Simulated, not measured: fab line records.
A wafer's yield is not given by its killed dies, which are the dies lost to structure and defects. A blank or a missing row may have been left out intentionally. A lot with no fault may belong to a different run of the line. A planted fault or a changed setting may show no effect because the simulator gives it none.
Which tool was responsible? :: flow rit cmos :: Sampling: 15 lots, 45 wafers, 2 of 202 route steps

WHAT THE GAUGES READ, wafer by wafer
RIT_NWELL_OVL_MEAS_06.
lot: L399
measured: day 1 23:19
on: overlay-02
NWELL_OVL (nm): 1.2 -1.5 -1.8

lot: L400
measured: day 2 05:01
on: overlay-02
NWELL_OVL (nm): -0.3 -0.9 -0.1

lot: L401
measured: day 2 08:10
on: overlay-01
NWELL_OVL (nm): -0.7 -2.0 -1.4

lot: L402
measured: day 2 12:41
on: overlay-01
NWELL_OVL (nm): -2.4 -2.4 -3.4

lot: L403
measured: day 2 17:26
on: overlay-01
NWELL_OVL (nm): -0.4 -0.1 1.3

lot: L404
measured: day 2 22:52
on: overlay-02
NWELL_OVL (nm): -0.8 -0.2 -0.3

lot: L405
measured: day 3 04:03
on: overlay-01
NWELL_OVL (nm): -2.4 -3.4 -3.1

lot: L406
measured: day 3 08:19
on: overlay-01
NWELL_OVL (nm): -2.0 -1.5 -1.3

lot: L407
measured: day 3 15:40
on: overlay-01
NWELL_OVL (nm): -1.2 2.0 -0.5

lot: L408
measured: day 3 19:45
on: overlay-01
NWELL_OVL (nm): -2.1 0.2 -1.8

lot: L409
measured: day 4 00:16
on: overlay-01
NWELL_OVL (nm): -2.5 -0.7 -3.6

lot: L415
measured: day 5 05:57
on: overlay-02
NWELL_OVL (nm): -177.9 -179.0 -178.2

lot: L418
measured: day 6 05:25
on: overlay-01
NWELL_OVL (nm): -180.7 -180.1 -181.1

lot: L419
measured: day 6 08:09
on: overlay-02
NWELL_OVL (nm): -180.4 -182.5 -182.9

lot: L420
measured: day 6 10:41
on: overlay-01
NWELL_OVL (nm): -0.3 -1.1 -0.5

TOOL THAT RAN EACH LOT (tool first, then ch and the chambers of the sampled wafers, then the start)
lot: L399
RIT_NWELL_EXPOSE_03: iline stepper-02 ch 0, day 1 22:54

lot: L400
RIT_NWELL_EXPOSE_03: iline stepper-01 ch 0, day 2 04:35

lot: L401
RIT_NWELL_EXPOSE_03: iline stepper-02 ch 0, day 2 07:39

lot: L402
RIT_NWELL_EXPOSE_03: iline stepper-02 ch 0, day 2 12:17

lot: L403
RIT_NWELL_EXPOSE_03: iline stepper-01 ch 0, day 2 16:58

lot: L404
RIT_NWELL_EXPOSE_03: iline stepper-02 ch 0, day 2 22:28

lot: L405
RIT_NWELL_EXPOSE_03: iline stepper-01 ch 0, day 3 03:38

lot: L406
RIT_NWELL_EXPOSE_03: iline stepper-01 ch 0, day 3 07:53

lot: L407
RIT_NWELL_EXPOSE_03: iline stepper-01 ch 0, day 3 15:14

lot: L408
RIT_NWELL_EXPOSE_03: iline stepper-01 ch 0, day 3 19:20

lot: L409
RIT_NWELL_EXPOSE_03: iline stepper-02 ch 0, day 3 23:50

lot: L415
RIT_NWELL_EXPOSE_03: iline stepper-01 ch 0, day 5 05:31

lot: L418
RIT_NWELL_EXPOSE_03: iline stepper-01 ch 0, day 6 05:00

lot: L419
RIT_NWELL_EXPOSE_03: iline stepper-01 ch 0, day 6 07:43

lot: L420
RIT_NWELL_EXPOSE_03: iline stepper-02 ch 0, day 6 10:16
- RIT_NWELL_EXPOSE_03: exposes mask M2, target cd 43900 nm.

WHAT THE TOOLS THEMSELVES READ (means of the sampled wafers that have a number; where no wafer has one, the mark that the record gives instead)
The record holds no such reading with a usual standard deviation.

THE ANSWER, worked out from the rows above alone
Rule: usual is defined by the lots themselves. Put in order of their means at a reading, lots are off if they are a third of the lots or fewer, leave a main group of 4 or more, and stand apart from it by a gap of 3 or more times the standard deviation of the main group's means; of several such gaps the widest counts. Not used: any main group whose means are identical at the precision the tables above print for the reading. Also off: a lot with no number at a reading for which 4 or more lots have one. Where the step has rows for the other lots, those lots are counted as sound. After the gauges, taken in route order, come the tools' own readings; for these a lot's mean is taken, as printed above. At the first step where some lot is off, the reading lying furthest off is the one used; lots without a number count as furthest.
Off: L415, L418, L419, seen at RIT_NWELL_OVL_MEAS_06 (NWELL_OVL). For the main group the mean is -1.2 nm and the standard deviation 1.
A tool fits if, at a process step before that reading, it ran every lot that is off, and no sound lot after the first of them. Gauges at RIT_NWELL_OVL_MEAS_06: tried the same way as those tools. One fits: iline stepper-01 at RIT_NWELL_EXPOSE_03. Its last sound lot is L408 (day 3 19:20), its first lot that is off L415 (day 5 05:31): a fault that began between those two fits.

WHAT THE SIMULATOR HAD PUT IN
Scanner matching overlay: iline stepper-01, from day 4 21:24 on, at RIT_NWELL_EXPOSE_03. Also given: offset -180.
Lots struck among those shown: L415, L418, L419. The rule above reached the same finding.
